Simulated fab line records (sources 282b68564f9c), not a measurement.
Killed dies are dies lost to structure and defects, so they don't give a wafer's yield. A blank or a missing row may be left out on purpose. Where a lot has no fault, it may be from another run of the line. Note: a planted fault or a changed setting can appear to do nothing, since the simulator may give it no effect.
8D (eight disciplines) problem report, filled in by code	flow rit-cmos	the parts of the form that need people (team, actions taken, sign-off) are left out

## 1. THE ISSUE
At RIT_M1_PROBE_99, killed-on-rim averages 11.5 over 2 wafers from 2 lots, while fault-free wafers read 1.9, standard deviation 1.4. That is +6.9 standard deviations from the usual mean.
Earliest sighting: wafer L777.2 on prober-01 at day 7 11:31. Wafers with a number at this step in the record: 6, from 2 lots. By rule, "out" or "out of limits" means more than 4 standard deviations away from the usual mean. The other wafers with a number count as sound.

## 2. WHAT IT IS, WHAT IT ISN'T
question	is	is not
which readings at this step	killed-on-rim, killed-at-front-end, killed-dies	killed_at_M0_to_M3, killed-at-contacts, killed-open, killed-short
which lots	L777, L778	-
which wafers of those lots	L777.2, L778.1	L777.1, L777.4, L778.3, L778.5
read on which tools	prober-01, prober-02	-
when	from day 7 11:31	up to then (1 sound wafer); but 3 sound wafers of L777, L778 came after

## 3. WHAT RULES OUT EACH SUSPECT
Counting: a tool at a process step up to the reading stays a suspect if it ran every lot that is out. Sound lots after the first of them don't rule it out here, since some wafers of a struck lot are sound.
- plasma-asher-01 at RIT_PWELL_STRIP_09 (strips in O2, time 180 s): kept. It ran every lot that is out, first L777 (day 5 23:34).
- At RIT_PWELL_STRIP_09 on plasma-asher-01, chamber 1 took the sound wafers of the same lots and chamber 0 took the wafers that are out.
The count leaves plasma-asher-01 at RIT_PWELL_STRIP_09.

## 4. THE CAUSE (what the simulator had put in)
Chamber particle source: plasma-asher-01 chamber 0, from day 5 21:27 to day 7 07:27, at RIT_PWELL_STRIP_09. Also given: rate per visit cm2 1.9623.
After counting, this tool was the only one left.

## 5. THE CHAIN OF EFFECTS, in route order
Rows list readings where the struck wafers' mean (over those with a number) sits beyond 3 standard deviations from the usual. Readings are gone through only where the record gives a usual standard deviation; hours: the median, over the lots, of the time from a lot's start at the first step in this table giving one to that lot's start at this step; sigmas: the change measured in usual standard deviations.
hours	step	reading	usual	on struck wafers	change	sigmas
0	RIT_M1_PROBE_99	killed-at-front-end	7	28	+21	+6.6
0	RIT_M1_PROBE_99	killed-dies	7	28	+21	+6.6
0	RIT_M1_PROBE_99	killed-on-rim	1.9	11.5	+9.6	+6.9
It contains these process steps:
- RIT_M1_PROBE_99

## 6. WHAT WOULD HAVE CAUGHT IT SOONER
38 hours passed between the start of the fault at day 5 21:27 and the first reading out of limits in this record, taken at day 7 11:31.
Tool readings at RIT_PWELL_STRIP_09 with a usual standard deviation given in the record: none out on any struck wafer, hence no alarm at a limit of 4 standard deviations on them.
By day 7 11:31 the whole set of lots that are out, 2 in number, had already begun RIT_PWELL_STRIP_09 on plasma-asher-01. A hold on the tool at that time would have spared none of them.
